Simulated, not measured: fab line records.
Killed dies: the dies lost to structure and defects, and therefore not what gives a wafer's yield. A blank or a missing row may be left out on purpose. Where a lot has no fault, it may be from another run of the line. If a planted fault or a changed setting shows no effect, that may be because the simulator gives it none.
The same fault as seen by 2 desks | flow berkeley-cmos170 | only its own numbers are on each desk; what lay behind them is given at the end

== DESK OF THE TOOL OWNER: rtp-anneal-02 ==
The tool's own readings at UCB170_SDANNEAL_RTA_01 (time 5 s): means of the sampled wafers that have a number, for each lot that ran on this tool. A lot is out of limits, marked OUT, if its mean lies more than 4 standard deviations from the usual mean; the brackets give that distance.
Columns: A = lamp-power-pct at UCB170_SDANNEAL_RTA_01, usual 38.9 %; B = wafer_temp_C_max at UCB170_SDANNEAL_RTA_01, usual 1053.9
lot  | first seen here | A    | B
L600 | day 9 14:39     | 36.7 | 1053.7
L601 | day 10 09:32    | 36.6 | 1053.5
L615 | day 14 08:31    | 36.6 | 1053.8
This desk's finding: nothing out of limits on any of the 3 lots.

== METROLOGY DESK ==
What the gauges read for every lot (on any tool): the sampled wafers with a number, averaged. A lot is out of limits, marked OUT, if its mean lies more than 4 standard deviations from the usual mean; the brackets give that distance.
Columns: A = cd-nm at UCB170_NSD_CD_MEAS_06, usual 1199.9 nm; B = NSD_OVL at UCB170_NSD_OVL_MEAS_07, usual 1 nm; C = NSD_TW at UCB170_NSD_TW_MEAS_10, usual 4174; D = PSD_RS at UCB170_SDANNEAL_RS_MEAS_02, usual 75.47 ohm/sq; E = NSD_RS at UCB170_SDANNEAL_RS_MEAS_03, usual 37.26 ohm/sq; F = PLDD_RS at UCB170_SDANNEAL_RS_MEAS_04, usual 1031.0 ohm/sq
lot  | first seen here | A      | B  | C    | D               | E                | F
L596 | day 8 20:10     | 1200.8 | 2  | 4191 | 75.99           | 37.43            | 1035.3
L600 | day 9 11:26     | 1198.5 | -5 | 4126 | 72.14 (-11) OUT | 36.64 (-6.8) OUT | 1025.3
L601 | day 10 08:07    | 1197.6 | -5 | 4190 | 71.25 (-15) OUT | 36.34 (-10) OUT  | 1024.8
L609 | day 12 04:58    | 1198.4 | 5  | 4121 | 75.61           | 37.25            | 1034.0
L614 | day 13 22:32    | 1197.0 | -2 | 4214 | 75.27           | 37.22            | 1032.5
L615 | day 14 06:19    | 1199.2 | 3  | 4211 | 75.41           | 37.14            | 1030.7
This desk's result: L600, L601 out of limits, first on L600 (PSD_RS at UCB170_SDANNEAL_RS_MEAS_02), day 9 14:43. Within limits: L596, L609, L614, L615.

== TAKEN TOGETHER ==
An alarm was possible from the metrology desk at day 9 14:43, on L600, L601.
The tool owner's desk saw nothing out of limits.
Tool owner's desk: L600, L601 on record, inside its limits.
On rtp-anneal-02, each named lot ran UCB170_SDANNEAL_RTA_01.

== WHAT THE SIMULATOR PUT IN ==
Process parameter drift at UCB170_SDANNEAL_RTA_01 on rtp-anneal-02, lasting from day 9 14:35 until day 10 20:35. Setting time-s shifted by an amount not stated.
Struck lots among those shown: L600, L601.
Per desk, hours elapsed from the start of the fault to the first reading out of limits: for the metrology desk, 0.
